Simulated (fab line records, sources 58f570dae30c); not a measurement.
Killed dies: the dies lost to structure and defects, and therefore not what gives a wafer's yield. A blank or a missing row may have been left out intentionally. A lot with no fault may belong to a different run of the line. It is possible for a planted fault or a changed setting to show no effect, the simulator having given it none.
A lot that was struck, set against a sound lot :: flow berkeley_cmos170 :: 26 out of 331 route steps
Sound: wafers L838.1, L838.2, L838.4. Struck: wafers L844.1, L844.2, L844.6. The cause is given at the end.
For every step that has rows: the tool of each side, followed by ch and its chambers, followed by its first start. Under that, the readings that differ: sound wafers :: struck wafers :: difference of the means :: sigmas: that difference in standard deviations of wafers without a fault.
alike: readings whose means differ by less than 2 such deviations, and words and numbers that are the same on both sides. not compared: withheld readings, readings that some wafer has no value for, bounds like >300 that may hide the same value, and numbers for which the record gives no deviation and whose values overlap.
The two part at a step that has a row with sigmas, a row that says differs or no value, or rows on one side only. When numbers do not overlap yet have no deviation, they are printed without sigmas and do not part them. A reading that every wafer of one side lacks parts them only if that side has two wafers or more.

first, 2 steps without rows for these wafers: UCB170_SCREENOX_WET_ETCH_00 (etches SiO2 in dHF, time 200 s); UCB170_SCREENOX_OXIDATION_01 (target thk 14.4 nm, ox time 2400 s).
UCB170_SCREENOX_THK_MEAS_02:
  sound: film_metro-01 at day 8 03:00; struck: film_metro-01 at day 9 14:38
  alike: SCREENOX_OXIDE_THK
then, 7 steps without rows for these wafers: UCB170_SCREENOX_ANNEAL_03 (time 900 s); UCB170_NVT_HMDS_00 (prime time 60 s); UCB170_NVT_COAT_01 (resist thk 900 nm); UCB170_NVT_SOFTBAKE_02 (time 60 s); UCB170_NVT_EXPOSE_03 (exposes mask PWELL, target cd 3000 nm); UCB170_NVT_PEB_04; UCB170_NVT_DEVELOP_05 (develop time 45 s).
UCB170_NVT_OVL_MEAS_06:
  sound: overlay-01 at day 8 14:03; struck: overlay-01 at day 9 23:22
  alike: NVT_OVL
following that, these wafers have no rows for 1 step: UCB170_NVT_IMPLANT_07.
UCB170_NVT_STRIP_08: strips in O2.
  sound on plasma_asher-01 ch 0,1, day 8 14:14; struck on plasma_asher-04 ch 0,1, day 9 23:34
  no value came back on the struck wafers for chamber_pressure_mTorr (mTorr), drypump_motor_current_A (A), oes_product_au (a.u.), strip_time_to_endpoint_s (s); on the sound wafers chamber_pressure_mTorr (mTorr) reads 3498 3495 3504
reading: model.KrF_of_NVT_COAT_01.thk_nm (nm)
sound: 0 0 0
struck: 884.6 883.3 886.5
difference: +884.8
sigmas: 
  not compared: rf_hours_counter_h
UCB170_NVT_TW_MEAS_09:
  sound: film_metro-02 at day 8 14:20; struck: film_metro-01 at day 9 23:40
  alike: NVT_TW
then, 7 steps without rows for these wafers: UCB170_NVT_CLEAN_10 (cleans in SPM, time 600 s); UCB170_PVT_HMDS_00 (prime time 60 s); UCB170_PVT_COAT_01 (resist thk 900 nm); UCB170_PVT_SOFTBAKE_02 (time 60 s); UCB170_PVT_EXPOSE_03 (exposes mask NWELL, target cd 3000 nm); UCB170_PVT_PEB_04; UCB170_PVT_DEVELOP_05 (develop time 45.64 s).
UCB170_PVT_OVL_MEAS_06:
  sound: overlay-02 at day 8 15:44; struck: overlay-02 at day 10 00:55
reading: PVT_OVL (nm)
sound: 5 3 8
struck: -10 -4 -8
difference: -13
sigmas: -2
following that, these wafers have no rows for 1 step: UCB170_PVT_IMPLANT_07.
UCB170_PVT_STRIP_08: strips in O2.
  sound on plasma_asher-01 ch 0,1, day 8 15:56; struck on plasma_asher-02 ch 0,1, day 10 01:07
reading: chamber_pressure_mTorr (mTorr)
sound: 3385 3507 3500
struck: 3502 3502 3493
difference: +35
sigmas: +4

reading: oes_product_au (a.u.)
sound: 0.732 0.739 0.736
struck: 0.740 0.749 0.752
difference: +0.011
sigmas: +3

reading: strip_time_to_endpoint_s (s)
sound: 21.67 21.64 21.72
struck: 47.69 47.69 47.82
difference: +26.06
sigmas: +99 or more
  alike: drypump_motor_current_A
  not compared: rf_hours_counter_h
UCB170_PVT_TW_MEAS_09:
  sound: film_metro-04 at day 8 16:02; struck: film_metro-02 at day 10 01:13
reading: PVT_TW
sound: 512.2 514.0 513.0
struck: 30.0 30.0 29.8
difference: -483.1
sigmas: -99 or more
then, 1 step without rows for these wafers: UCB170_GATE_WET_ETCH_00 (etches SiO2 in dHF, time 200 s).

== WHERE THEY PART ==
First at UCB170_NVT_STRIP_08; last, within this record, at UCB170_PVT_TW_MEAS_09.

WHY: the cause the simulator had injected
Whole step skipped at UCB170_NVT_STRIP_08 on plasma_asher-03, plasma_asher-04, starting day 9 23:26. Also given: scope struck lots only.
